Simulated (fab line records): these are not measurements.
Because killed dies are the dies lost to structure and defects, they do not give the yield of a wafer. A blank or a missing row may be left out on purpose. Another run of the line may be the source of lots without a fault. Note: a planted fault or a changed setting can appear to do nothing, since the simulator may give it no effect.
Which tool was responsible? + flow ritCmos + 15 lots with 45 wafers sampled at 2 steps, on a route of 202 steps

WHAT THE GAUGES READ, wafer by wafer
RIT_PRETRO_OVL_MEAS_06. Usual: PRETRO_OVL 0.7 nm, standard deviation 1.5.
| lot  | measured    | on         | PRETRO_OVL (nm)      | flag |
|------|-------------|------------|----------------------|------|
| L374 | day 2 07:08 | overlay-02 | -1.9 -1.6 -2.0       |      |
| L375 | day 2 13:16 | overlay-01 | 2.5 2.4 1.9          |      |
| L378 | day 3 09:18 | overlay-02 | -1.2 -1.3 -0.2       |      |
| L379 | day 3 09:40 | overlay-02 | 2.4 1.1 1.3          |      |
| L380 | day 3 14:52 | overlay-01 | -0.8 0.0 2.5         |      |
| L382 | day 3 23:53 | overlay-02 | 0.9 -0.8 0.7         |      |
| L383 | day 4 05:23 | overlay-02 | 0.0 -0.8 -0.7        |      |
| L385 | day 4 15:50 | overlay-01 | 0.4 -0.5 0.0         |      |
| L387 | day 5 00:02 | overlay-01 | 2.8 0.9 1.1          |      |
| L388 | day 5 05:56 | overlay-01 | 1.2 1.9 1.6          |      |
| L389 | day 5 11:17 | overlay-02 | -146.0 -147.0 -146.8 | OFF  |
| L392 | day 6 00:52 | overlay-02 | -147.7 -148.9 -149.1 | OFF  |
| L393 | day 6 07:04 | overlay-01 | 2.6 1.2 0.4          |      |
| L395 | day 6 16:46 | overlay-02 | -149.1 -149.4 -149.7 | OFF  |
| L397 | day 7 01:47 | overlay-02 | 1.4 -2.7 -0.6        |      |

WHAT TOOL EACH LOT RAN ON (gives the tool, then ch and the chambers of the sampled wafers, and finally the start)
| lot  | RIT_PRETRO_EXPOSE_03              |
|------|-----------------------------------|
| L374 | ilineStepper-02 ch 0, day 2 06:44 |
| L375 | ilineStepper-02 ch 0, day 2 12:50 |
| L378 | ilineStepper-02 ch 0, day 3 08:53 |
| L379 | ilineStepper-01 ch 0, day 3 09:15 |
| L380 | ilineStepper-01 ch 0, day 3 14:28 |
| L382 | ilineStepper-02 ch 0, day 3 23:27 |
| L383 | ilineStepper-02 ch 0, day 4 04:56 |
| L385 | ilineStepper-02 ch 0, day 4 15:23 |
| L387 | ilineStepper-01 ch 0, day 4 23:38 |
| L388 | ilineStepper-01 ch 0, day 5 05:31 |
| L389 | ilineStepper-02 ch 0, day 5 10:52 |
| L392 | ilineStepper-02 ch 0, day 6 00:26 |
| L393 | ilineStepper-01 ch 0, day 6 06:38 |
| L395 | ilineStepper-02 ch 0, day 6 16:22 |
| L397 | ilineStepper-01 ch 0, day 7 01:22 |
- RIT_PRETRO_EXPOSE_03: exposes mask M5, target cd 43700 nm.

AS READ BY THE TOOLS THEMSELVES (means over the sampled wafers that have a number; for cases with no such wafer, the mark the record gives instead)
The record holds no such reading with a usual standard deviation.

THE ANSWER, worked out from the rows above alone
Rule: a lot is off if the mean of its wafers that have a number lies more than 3 standard deviations from the usual mean. Also off: a lot with no number at a reading for which 4 or more lots have one. All remaining lots with rows at the step are treated as sound. The gauges are gone through in route order, then the tools' own readings, and for those a lot's mean is taken as printed above. At the first step where some lot is off, the reading lying furthest off is the one used; lots without a number count as furthest.
Off: L389, L392, L395, seen at RIT_PRETRO_OVL_MEAS_06 (PRETRO_OVL).
If a tool, at a process step before that reading, ran all the lots that are off and no sound lot after the first of them, it fits. Gauges at RIT_PRETRO_OVL_MEAS_06: tried the same way as those tools. One fits: ilineStepper-02 at RIT_PRETRO_EXPOSE_03. Its last sound lot is L385 (day 4 15:23), its first lot that is off L389 (day 5 10:52): a fault that began between those two fits.

WHAT WAS PUT IN BY THE SIMULATOR
Scanner matching overlay: ilineStepper-02, from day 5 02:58 on, at RIT_PRETRO_EXPOSE_03. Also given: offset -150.
Struck lots among those shown: L389, L392, L395. This agrees with what the rule above found.
